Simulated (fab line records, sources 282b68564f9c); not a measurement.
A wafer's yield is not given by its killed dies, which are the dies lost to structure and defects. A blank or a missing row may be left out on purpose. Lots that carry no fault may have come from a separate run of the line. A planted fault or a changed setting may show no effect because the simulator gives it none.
A struck lot beside a sound one	flow rit-cmos	15 out of 202 route steps
Sound: wafers L628.2, L628.3, L628.5. The struck wafers were L640.3, L640.5, L640.6. Last of all comes the cause.
Order at every step that has rows: each side's tool, ch and its chambers, its first start. Under that, the readings that differ: sound wafers	struck wafers	difference of the means	sigmas: that difference in standard deviations of wafers without a fault.
alike: a reading whose means differ by less than 2 such deviations, as well as words and numbers matching on both sides. not compared: withheld readings; readings where some wafer has no value; bounds like >300 that might hide an equal value; numbers whose values overlap and for which the record gives no deviation.
The two part at a step that has a row with sigmas, a row that says differs or no value, or rows on one side only. Numbers that have no deviation but don't overlap get no sigmas and don't part them. A reading missing from all wafers of one side parts the sides only when that side holds two or more wafers.

RIT_GATE_THK_MEAS_07:
  sound: film-metro-03 at day 3 05:23; struck: film-metro-03 at day 5 12:20
reading	sound	struck	difference	sigmas
GATE_OXIDE_THK (nm)	3.13 3.04 3.10	2.97 2.92 3.00	-0.13	-2
then, 1 step without rows for these wafers: RIT_GATE_CVD_08 (deposits poly-Si from SiH4, target thk 250 nm, time 2220 s).
RIT_GATE_THK_MEAS_09:
  sound: film-metro-04 at day 3 07:04; struck: film-metro-04 at day 5 14:01
  alike: GATE_POLY_THK
then, 6 steps without rows for these wafers: RIT_GATE_HMDS_10 (prime time 60 s); RIT_GATE_COAT_11 (resist thk 850 nm); RIT_GATE_SOFTBAKE_12 (time 60 s); RIT_GATE_EXPOSE_13 (exposes mask M6, target cd 150 nm); RIT_GATE_PEB_14; RIT_GATE_DEVELOP_15 (develop time 50 s).
RIT_GATE_CD_MEAS_16: target cd 150 nm.
  sound: cd-sem-01 at day 3 08:09; struck: cd-sem-01 at day 5 15:12
  alike: cd-nm
RIT_GATE_OVL_MEAS_17:
  sound: overlay-02 at day 3 08:15; struck: overlay-02 at day 5 15:17
  alike: GATE_OVL
then, 1 step without rows for these wafers: RIT_GATE_HARDBAKE_18 (time 60 s).
RIT_GATE_ETCH_19: etches poly-Si in SF6/CHF3/O2, stops on SiO2, time 165 s, target depth 312.5 nm.
  sound on rie-si-02 ch 0,1, day 3 08:31; struck on rie-si-02 ch 0,1, day 5 15:28
reading	sound	struck	difference	sigmas
oes-product-au (a.u.)	0.861 0.838 0.865	0.890 0.872 0.893	+0.030	+2
over-etch-frac	0.25 0.25 0.25	0.20628 0.20628 0.20628	-0.04372	
  alike: drypump-motor-current-A, throttle-valve-pct
  not compared: rf-hours-counter-h
RIT_GATE_STRIP_20: strips in O2, time 180 s.
  sound on plasma-asher-04 ch 0,1, day 3 08:38; struck on plasma-asher-02 ch 0,1, day 5 15:38
  alike: drypump-motor-current-A, o2-flow-sccm
  not compared: rf-hours-counter-h
RIT_M1_PROBE_99:
  sound: prober-02 at day 4 04:20; struck: prober-02 at day 6 11:50
reading	sound	struck	difference	sigmas
model.etest.poly-comb-over-steps.leak-log10-a-um	-12.78 -12.74 -12.65	-12.17 -12.32 -11.92	+0.59	
  alike: killed-at-contacts, killed-at-front-end, killed-dies, killed-open, killed-short

== WHERE THEY PART ==
At RIT_GATE_THK_MEAS_07 first; at RIT_GATE_ETCH_19 last (within this record only). Later steps at which nothing parts them and some readings are alike: RIT_GATE_STRIP_20, RIT_M1_PROBE_99.

WHY: the cause the simulator had injected
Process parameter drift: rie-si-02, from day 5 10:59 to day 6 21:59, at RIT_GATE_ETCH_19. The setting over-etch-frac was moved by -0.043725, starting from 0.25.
